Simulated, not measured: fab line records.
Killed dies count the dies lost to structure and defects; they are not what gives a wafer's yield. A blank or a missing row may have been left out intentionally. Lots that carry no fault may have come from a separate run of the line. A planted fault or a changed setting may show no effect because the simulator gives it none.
Shared-tool check + flow berkeley-cmos170 + 13 lots and 45 wafers in the sample

REASON FOR OPENING
At UCB170_NWELL_TW_MEAS_16 the reading NWELL_TW is flagged on 2 of 13 lots. Fault-free wafers read 1245, with a standard deviation of 8.3.
Rule: flag the lot when none of its wafers has a number, or when each of its wafers that has one lies beyond 4 standard deviations from that mean. The other lots count as sound.

| lot  | measured    | on            | NWELL_TW, wafer by wafer      | flag    |
|------|-------------|---------------|-------------------------------|---------|
| L883 | day 2 17:17 | film-metro-01 | 1259 1255 1257                |         |
| L884 | day 2 18:01 | film-metro-02 | 1237 1239 1229                |         |
| L885 | day 2 20:37 | film-metro-02 | 1235 1230 1241                |         |
| L886 | day 3 01:41 | film-metro-02 | 1240 1238 1237                |         |
| L889 | day 3 19:46 | film-metro-04 | 1240 1239 1243                |         |
| L894 | day 4 18:48 | film-metro-02 | 1296 1299 1296 1294 1291 1291 | FLAGGED |
| L895 | day 4 23:35 | film-metro-04 | 1309 1301 1304 1304 1298 1301 | FLAGGED |
| L898 | day 5 12:14 | film-metro-02 | 1256 1248 1248                |         |
| L900 | day 6 01:46 | film-metro-02 | 1247 1235 1238                |         |
| L903 | day 6 10:59 | film-metro-02 | 1236 1241 1238                |         |
| L904 | day 6 22:47 | film-metro-04 | 1241 1244 1242                |         |
| L905 | day 6 23:08 | film-metro-01 | 1261 1263 1261                |         |
| L906 | day 7 09:35 | film-metro-02 | 1241 1246 1236                |         |
Average over the flagged lots: 1299; offset from the usual +54, equal to +6 standard deviations.

WHICH TOOL EACH LOT WENT THROUGH
The record keeps 1 process step preceding the reading, out of 331 steps on the route. Read each cell as the tool, then ch plus the chambers that the sampled wafers visited, then the start.
| lot  | flag    | UCB170_NWELL_IMPLANT_14        |
|------|---------|--------------------------------|
| L883 |         | implanter-01 ch 0, day 2 17:04 |
| L884 |         | implanter-01 ch 0, day 2 17:46 |
| L885 |         | implanter-03 ch 0, day 2 20:23 |
| L886 |         | implanter-01 ch 0, day 3 01:26 |
| L889 |         | implanter-03 ch 0, day 3 19:32 |
| L894 | FLAGGED | implanter-01 ch 0, day 4 18:34 |
| L895 | FLAGGED | implanter-01 ch 0, day 4 23:21 |
| L898 |         | implanter-03 ch 0, day 5 11:59 |
| L900 |         | implanter-04 ch 0, day 6 01:31 |
| L903 |         | implanter-03 ch 0, day 6 10:44 |
| L904 |         | implanter-03 ch 0, day 6 22:32 |
| L905 |         | implanter-04 ch 0, day 6 22:54 |
| L906 |         | implanter-04 ch 0, day 7 09:20 |
What these steps do:
- UCB170_NWELL_IMPLANT_14
- UCB170_NWELL_TW_MEAS_16

FLAGGED OVER TOTAL, TOOL BY TOOL (the gauges that took the reading come last)
| step                    | tool          | lots run | flagged | share of the flagged lots | sound lots run after its first flagged lot |
|-------------------------|---------------|----------|---------|---------------------------|--------------------------------------------|
| UCB170_NWELL_IMPLANT_14 | implanter-01  | 5        | 2       | all                       | 0                                          |
| UCB170_NWELL_IMPLANT_14 | implanter-03  | 5        | 0       | none                      | -                                          |
| UCB170_NWELL_IMPLANT_14 | implanter-04  | 3        | 0       | none                      | -                                          |
| UCB170_NWELL_TW_MEAS_16 | film-metro-01 | 2        | 0       | none                      | -                                          |
| UCB170_NWELL_TW_MEAS_16 | film-metro-02 | 8        | 1       | some                      | 4 (L898,L900,L903,L906)                    |
| UCB170_NWELL_TW_MEAS_16 | film-metro-04 | 3        | 1       | some                      | 1 (L904)                                   |

WHAT IS ALLOWED BY THE TABLE
All flagged lots share 1 row of the table, namely implanter-01 at UCB170_NWELL_IMPLANT_14.
- implanter-01 at UCB170_NWELL_IMPLANT_14: 2 of its 5 lots flagged. Its last sound lot is L886 (day 3 01:26), its first flagged lot L894 (day 4 18:34): a fault that began between those two fits. Its own readings (dose-ions-cm2, faraday-current-uA) fall more than 4 standard deviations out on all wafers of the flagged lots.
One tool is left: implanter-01 at UCB170_NWELL_IMPLANT_14.

WHAT THE SIMULATOR HAD INSERTED
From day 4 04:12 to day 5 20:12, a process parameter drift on implanter-01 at UCB170_NWELL_IMPLANT_14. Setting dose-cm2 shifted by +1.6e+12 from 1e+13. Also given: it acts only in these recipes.
Lots struck among those shown: L894, L895. The rule above found the same.
